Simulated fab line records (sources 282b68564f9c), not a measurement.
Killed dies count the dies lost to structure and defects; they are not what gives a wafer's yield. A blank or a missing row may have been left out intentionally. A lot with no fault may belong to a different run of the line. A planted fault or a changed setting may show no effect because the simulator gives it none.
fab line records    flow rit-cmos
record lots=14  wafers=42  last-day=7
route steps=202 shown ACTIVE@2 M1@202
lots that met no fault: from a run of the same line without faults
start-h: hours from the record's first day to the start of the lot's first wafer shown    wait-h: hours since the lot's step before    " identical to the entry in the row above    L1.1+2: a row that stands for several wafers    - either no value or no given start    * or withheld: withheld    < > ~ a bound
route shown NAME@n: a module of which the file shows steps, and the number in the route of the first    usual: mean/standard deviation taken from wafers without a fault    same: alike in all rows    chamber/n: place in a boat    sites: readings site by site    _std_site: their standard deviation    _edge_site: mean of outer sites minus mean of inner sites    radius-mm: for every site, how far away it sits from the centre of the wafer    mask NAME#n: copy n    behind: tool/chamber where the wafer was last shaped    hold: why the lot was held/for how many hours/how that ended    device: transistor that didn't switch, given as n, p or np    end of line: tests run on the same wafers once the route is complete    a step given without rows: its recipe and nothing more    killed: dies that structure and defects cost at the first sort, which is not the same as the wafer's yield    map: per-die view of a wafer (x killed, . not killed, _ where there is no die)
set.NAME: setting as actually run; set.NAME@STEP: the setting as run at that earlier step    model.NAME: the simulator's own value behind a step, which no gauge read
the route's steps for a sample of lots (tables are steps, rows are wafers)
services: when a tool's chamber went out of use (start-h, in hours from the record's first day, below 0 if earlier), for how many hours, and the reason
## steps
# step RIT_ACTIVE_OXIDATION_01
# recipe temp-c=1007  ambient=O2  target-thk-a=468  ox-time-s=3360
# usual zone-power-centre-pct=51/9.6
lot.wafer  tool        chamber  start-h  wait-h  zone-power-centre-pct
L824.3     furnace-04  0        10.12    0.1     45
L824.4     "           0        "        "       46
L824.5     "           0        "        "       45
L825.4     furnace-03  0        15.98    0.9     42
L825.5     "           0        "        "       42
L825.6     "           0        "        "       41
L827.2     furnace-01  0        26.15    1.1     63
L827.4     "           0        "        "       62
L827.6     "           0        "        "       63
L828.2     furnace-03  0        32.56    2.5     42
L828.3     "           0        "        "       42
L828.4     "           0        "        "       43
L829.1     furnace-03  0        35.12    0.1     42
L829.4     "           0        "        "       42
L829.5     "           0        "        "       42
L831.1     furnace-03  0        46.06    1.0     43
L831.2     "           0        "        "       42
L831.6     "           0        "        "       42
L834.2     furnace-03  0        60.12    0.1     42
L834.5     "           0        "        "       41
L834.6     "           0        "        "       42
L835.1     furnace-01  0        66.17    1.1     62
L835.2     "           0        "        "       63
L835.6     "           0        "        "       64
L838.1     furnace-04  0        81.15    1.1     45
L838.4     "           0        "        "       45
L838.6     "           0        "        "       46
L841.1     furnace-03  0        96.18    1.2     42
L841.5     "           0        "        "       43
L841.6     "           0        "        "       42
L842.1     furnace-01  0        100.58   0.6     62
L842.2     "           0        "        "       63
L842.4     "           0        "        "       63
L843.1     furnace-04  0        105.12   0.1     45
L843.5     "           0        "        "       45
L843.6     "           0        "        "       45
L844.1     furnace-01  0        110.82   0.8     63
L844.2     "           0        "        "       63
L844.6     "           0        "        "       62
L845.1     furnace-01  0        116.16   1.1     62
L845.3     "           0        "        "       62
L845.4     "           0        "        "       63
# step RIT_ACTIVE_THK_MEAS_02
# recipe reads=SiO2_of_ACTIVE_OXIDATION_01
# usual ACTIVE_OXIDE_THK=50.3/0.73
lot.wafer  tool           chamber  start-h  wait-h  ACTIVE_OXIDE_THK[nm]
L824.3     film-metro-02  -        12.07    0.0     49.4
L824.4     "              -        "        "       49.3
L824.5     "              -        "        "       50.5
L825.4     film-metro-01  -        17.95    0.0     50.6
L825.5     "              -        "        "       50.2
L825.6     "              -        "        "       51.1
L827.2     film-metro-04  -        28.09    0.0     52.0
L827.4     "              -        "        "       50.9
L827.6     "              -        "        "       51.6
L828.2     film-metro-01  -        34.50    0.0     49.9
L828.3     "              -        "        "       50.8
L828.4     "              -        "        "       51.4
L829.1     film-metro-04  -        37.05    0.0     51.0
L829.4     "              -        "        "       50.5
L829.5     "              -        "        "       50.3
L831.1     film-metro-04  -        47.99    0.0     51.0
L831.2     "              -        "        "       50.7
L831.6     "              -        "        "       50.8
L834.2     film-metro-04  -        62.06    0.0     54.7
L834.5     "              -        "        "       54.3
L834.6     "              -        "        "       54.7
L835.1     film-metro-02  -        68.10    0.0     50.5
L835.2     "              -        "        "       49.8
L835.6     "              -        "        "       49.8
L838.1     film-metro-02  -        83.08    0.0     49.3
L838.4     "              -        "        "       49.6
L838.6     "              -        "        "       49.5
L841.1     film-metro-01  -        98.11    0.0     54.2
L841.5     "              -        "        "       54.3
L841.6     "              -        "        "       53.9
L842.1     film-metro-02  -        102.51   0.0     50.4
L842.2     "              -        "        "       49.5
L842.4     "              -        "        "       49.9
L843.1     film-metro-04  -        107.05   0.0     51.6
L843.5     "              -        "        "       50.0
L843.6     "              -        "        "       50.5
L844.1     film-metro-04  -        112.76   0.0     51.7
L844.2     "              -        "        "       50.5
L844.6     "              -        "        "       51.8
L845.1     film-metro-02  -        118.09   0.0     50.3
L845.3     "              -        "        "       50.2
L845.4     "              -        "        "       50.3
# step RIT_M1_PROBE_99
# usual killed-at-contacts=0.1/0.3  killed-at-front-end=7/3.4  killed-dies=7/3.4  killed-open=3.6/2.1  killed-short=3.5/2.1
# same gross-dies=264  killed_at_M0_to_M3=0  killed_at_M4_up=0  killed-at-back-side=0  killed-at-other=0
lot.wafer  tool       chamber  start-h  wait-h  killed-at-contacts  killed-at-front-end  killed-dies  killed-open  killed-short
L842.1     prober-01  -        155.56   0.1     0                   3                    3            2            1
L842.2     prober-01  -        155.61   0.1     0                   3                    3            2            1
L842.4     prober-01  -        155.71   0.2     0                   2                    2            1            1
# killed by level:class
L842.1 FOX2:geometric-particle:open=1 FOX2:geometric-particle:short=1 SILICIDE:geometric-particle:open=1
L842.2 REOX:geometric-particle:open=1 REOX:geometric-particle:short=1 SILICIDE:geometric-particle:open=1
L842.4 FOX1:geometric-particle:open=1 SILICIDE:geometric-particle:short=1
## services
tool        chamber  start-h  hours  kind
furnace-03  -        -7.54    3.0    pm
furnace-04  -        15.93    3.4    pm
## key
first-sign step=RIT_ACTIVE_THK_MEAS_02  reading=ACTIVE_OXIDE_THK  direction=up  sigmas=5.5  usual=50.3  struck=54.4
effect none on later readings
met-at RIT_ACTIVE_OXIDATION_01
struck-lots L834,L841
tester-left-out L834,L841
onset-between 46.06 60.12
fault kind=process-parameter-drift  tool=furnace-03  chamber=-  onset-h=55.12  steps=RIT_ACTIVE_OXIDATION_01  channel=ox-time-s  offset=*  shape=step  end-h=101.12  acts-in=*  stated=*
# tester-left-out: of these lots the tester's yield and bins aren't shown, on N5 and GAA mostly nor the transistor test; their killed dies are dies lost to structure and defects alone, not to doping, threshold or leakage, so they don't give the yield
